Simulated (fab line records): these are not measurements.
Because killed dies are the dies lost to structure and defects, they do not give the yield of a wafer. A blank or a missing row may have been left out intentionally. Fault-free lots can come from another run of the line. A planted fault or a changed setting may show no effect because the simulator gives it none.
The same fault as seen by 2 desks    flow rit_cmos    only its own numbers are on each desk; what lay behind them is given at the end

## TOOL OWNER'S DESK, implanter-04
The tool's own readings at RIT_NLDD_IMPLANT_08, given as means over the sampled wafers that have a number, one for each lot that went through this tool. The brackets show how far a lot's mean lies from the usual mean; more than 4 standard deviations puts the lot out of limits, marked OUT.
Columns: A = beam_energy_keV at RIT_NLDD_IMPLANT_08, usual 19.999; B = beam_on_s at RIT_NLDD_IMPLANT_08, usual 10.01 s; C = dose_ions_cm2 at RIT_NLDD_IMPLANT_08, usual 5e+14; D = faraday_current_uA at RIT_NLDD_IMPLANT_08, usual 1571
lot   first seen here  A       B                C      D
L272  day 3 10:31      19.997  10.01            5e+14  1572
L273  day 3 18:32      20.000  10.01            5e+14  1576
L279  day 4 23:49      20.010  10.02            5e+14  1573
L281  day 5 11:14      19.999  9.93             5e+14  1591
L283  day 5 19:49      19.990  14.31 (+22) OUT  5e+14  1102 (-15) OUT
L286  day 6 07:38      19.996  14.14 (+21) OUT  5e+14  1112 (-14) OUT
This desk's verdict: out of limits on L283, L286, starting with L283 at day 5 19:49 (beam_on_s at RIT_NLDD_IMPLANT_08). In limits: L272, L273, L279, L281.

## THE METROLOGY DESK
What the gauges read, lot by lot, whatever tool the lot ran on: means of the sampled wafers that have a number. The brackets show how far a lot's mean lies from the usual mean; more than 4 standard deviations puts the lot out of limits, marked OUT.
Columns: A = NLDD_TW at RIT_NLDD_TW_MEAS_10, usual 2490; B = NLDD_RS at RIT_SDANNEAL_RS_MEAS_07, usual 151.6 ohm/sq
lot   first seen here  A                B
L269  day 2 23:03      2471             150.8
L270  day 3 04:35      2461             152.5
L271  day 3 08:26      2521             152.2
L272  day 3 10:51      2491             151.1
L273  day 3 18:50      2466             151.3
L274  day 3 23:09      2528             151.4
L275  day 4 02:07      2499             151.7
L279  day 5 00:09      2467             151.6
L280  day 5 01:48      2533             151.7
L281  day 5 11:33      2500             151.8
L283  day 5 20:09      2697 (+7.9) OUT  114.2 (-62) OUT
L285  day 6 06:10      2461             151.4
L286  day 6 07:58      2694 (+7.8) OUT  113.6 (-63) OUT
L291  day 7 11:16      2506             151.0
Finding of this desk: L283, L286 out of limits, first seen on L283 at day 5 20:09 (NLDD_TW at RIT_NLDD_TW_MEAS_10). In limits: L269, L270, L271, L272, L273, L274, L275, L279, L280, L281, L285, L291.

## TAKEN TOGETHER
The tool owner's desk had the chance to raise an alarm at day 5 19:49 on L283, L286.
An alarm was possible from the metrology desk at day 5 20:09, on L283, L286.
Every lot named ran RIT_NLDD_IMPLANT_08 on implanter-04.

## WHAT THE SIMULATOR HAD INSERTED
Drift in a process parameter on implanter-04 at RIT_NLDD_IMPLANT_08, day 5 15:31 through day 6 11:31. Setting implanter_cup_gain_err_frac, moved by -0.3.
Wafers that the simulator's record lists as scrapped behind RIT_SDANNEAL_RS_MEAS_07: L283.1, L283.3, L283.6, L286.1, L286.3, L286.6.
Shown lots that were struck: L283, L286.
Fault start to first reading out of limits, in hours, per desk: tool owner, 4; metrology, 5.
